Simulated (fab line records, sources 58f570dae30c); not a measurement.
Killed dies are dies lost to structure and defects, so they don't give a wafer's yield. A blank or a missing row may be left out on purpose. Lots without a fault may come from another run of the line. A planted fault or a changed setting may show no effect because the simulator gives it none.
Chamber matching | flow berkeley_cmos170 | UCB170_V2_CVD_00 on pecvd-04: 3 sister chambers
The step deposits SiO2 from TEOS/O2, target thk 2000 nm, time 250 s. 6 wafers are shown with their chamber, then 8 later ones without.

WAFERS WITH THEIR CHAMBER
wafer  | chamber | rf_fwd_power_W (W) | pressure_mtorr (mTorr)
L191.6 | 0       | 549.9              | 9013
L200.4 | 0       | 547.7              | 8953
L199.2 | 1       | 550.2              | 9030
L199.5 | 1       | 551.3              | 9037
L199.6 | 2       | 547.0              | 9006
L203.4 | 2       | 549.4              | 9005

WAFERS WITHOUT THEIR CHAMBER
wafer  | rf_fwd_power_W (W) | pressure_mtorr (mTorr)
L203.5 | 550.2              | 8988
L203.6 | 549.6              | 8971
L207.4 | 548.8              | 8976
L207.5 | 546.6              | 8988
L207.6 | 549.2              | 8988
L208.1 | 548.6              | 9012
L208.4 | 547.5              | 9027
L208.5 | 546.9              | 9014

WHICH CHAMBER EACH WENT THROUGH
wafer  | from the rows above          | in truth
L203.5 | can't be placed: 0 or 2 or 1 | 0
L203.6 | can't be placed: 0 or 2 or 1 | 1
L207.4 | can't be placed: 0 or 2      | 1
L207.5 | can't be placed: 2 or 0      | 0
L207.6 | can't be placed: 0 or 2 or 1 | 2
L208.1 | can't be placed: 2 or 0 or 1 | 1
L208.4 | can't be placed: 2 or 0 or 1 | 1
L208.5 | can't be placed: 2 or 0 or 1 | 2
Placed correctly: 0 of 8. Can't be placed from these rows: 8 (the true chamber is among the candidates in 7). Placed wrongly: 0.
How it was worked out, from the rows above alone: a wafer's distance from a chamber is the root of the sum, over the readings, of the square of ((its reading less the chamber's mean) divided by the reading's scatter). The wafer belongs to the nearest chamber; if the next one is less than 2 further off, it can't be placed. A chamber's mean is the mean of its shown wafers. The scatter: the root of (the sum of the squares of (reading less its chamber's mean) over the shown wafers, divided by (wafers less chambers)).
